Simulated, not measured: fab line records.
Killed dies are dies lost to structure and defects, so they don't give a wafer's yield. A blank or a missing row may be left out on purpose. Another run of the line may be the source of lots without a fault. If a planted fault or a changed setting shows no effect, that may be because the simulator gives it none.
Struck lot and sound lot, side by side    flow rit-cmos    14 out of 202 route steps
Sound: these wafers, L399.1, L399.5, L399.6. Struck: wafers L397.1, L397.4, L397.5. The cause is named last.
At each step with rows: each side's tool, then ch and its chambers, then its first start. Under that, the readings that differ: sound wafers    struck wafers    difference of the means    sigmas: that difference in standard deviations of wafers without a fault.
alike: same words and numbers on both sides, and readings whose means sit less than 2 such deviations apart. not compared: any withheld reading, any reading some wafer has no value for, any bound like >300 that may hide the same value, and any number with overlapping values for which the record gives no deviation.
Wherever a step has rows on one side only, a row that says differs or no value, or a row with sigmas, the two part there. Non-overlapping numbers with no deviation appear without sigmas and do not part them. Lack of a reading on every wafer of one side parts them only where that side has two or more wafers.

first, 1 step without rows for these wafers: RIT_PWELL_DEVELOP_05 (develop time 68 s).
RIT_PWELL_OVL_MEAS_06:
  sound: overlay-02 at day 5 12:03; struck: overlay-02 at day 5 05:58
  alike: PWELL_OVL
then, 2 steps without rows for these wafers: RIT_PWELL_HARDBAKE_07 (time 120 s); RIT_PWELL_IMPLANT_08.
RIT_PWELL_STRIP_09: strips in O2, time 180 s.
  sound on plasma-asher-03 ch 0,1, day 5 12:29; struck on plasma-asher-01 ch 0,1, day 5 06:24
  alike: drypump-motor-current-A
  not compared: rf-hours-counter-h
RIT_PWELL_TW_MEAS_10:
  sound: film-metro-04 at day 5 12:40; struck: film-metro-01 at day 5 06:36
reading   sound        struck       difference  sigmas
PWELL_TW  962 959 954  933 926 932  -28         -2
then, 1 step without rows for these wafers: RIT_WELLDRIVE_ANNEAL_00 (time 14700 s).
RIT_WELLDRIVE_RS_MEAS_01: measures by four-point-probe.
  sound: film-metro-03 at day 5 18:56; struck: film-metro-03 at day 5 11:44
  alike: NWELL_RS
RIT_WELLDRIVE_RS_MEAS_02: measures by four-point-probe.
  sound: film-metro-03 at day 5 19:04; struck: film-metro-03 at day 5 11:52
  alike: PWELL_RS
then, 3 steps without rows for these wafers: RIT_NRETRO_HMDS_00 (prime time 60 s); RIT_NRETRO_COAT_01 (resist thk 1300 nm); RIT_NRETRO_SOFTBAKE_02 (time 60 s).
RIT_NRETRO_EXPOSE_03: exposes mask M4, target cd 43900 nm.
  struck on iline-stepper-02, day 5 12:30; sound on iline-stepper-02 ch 0, day 5 19:45
  no value came back on the struck wafers for exposure-dose-mJ-cm2, focus-offset-nm (nm); on the sound wafers exposure-dose-mJ-cm2 reads 249.49 250.16 250.22
  alike: mask
next, for these wafers, 1 step has no rows: RIT_NRETRO_PEB_04.

== WHERE THEY PART ==
Last at RIT_NRETRO_EXPOSE_03 as far as this record goes, first at RIT_PWELL_TW_MEAS_10.

WHY: what had been put in by the simulator
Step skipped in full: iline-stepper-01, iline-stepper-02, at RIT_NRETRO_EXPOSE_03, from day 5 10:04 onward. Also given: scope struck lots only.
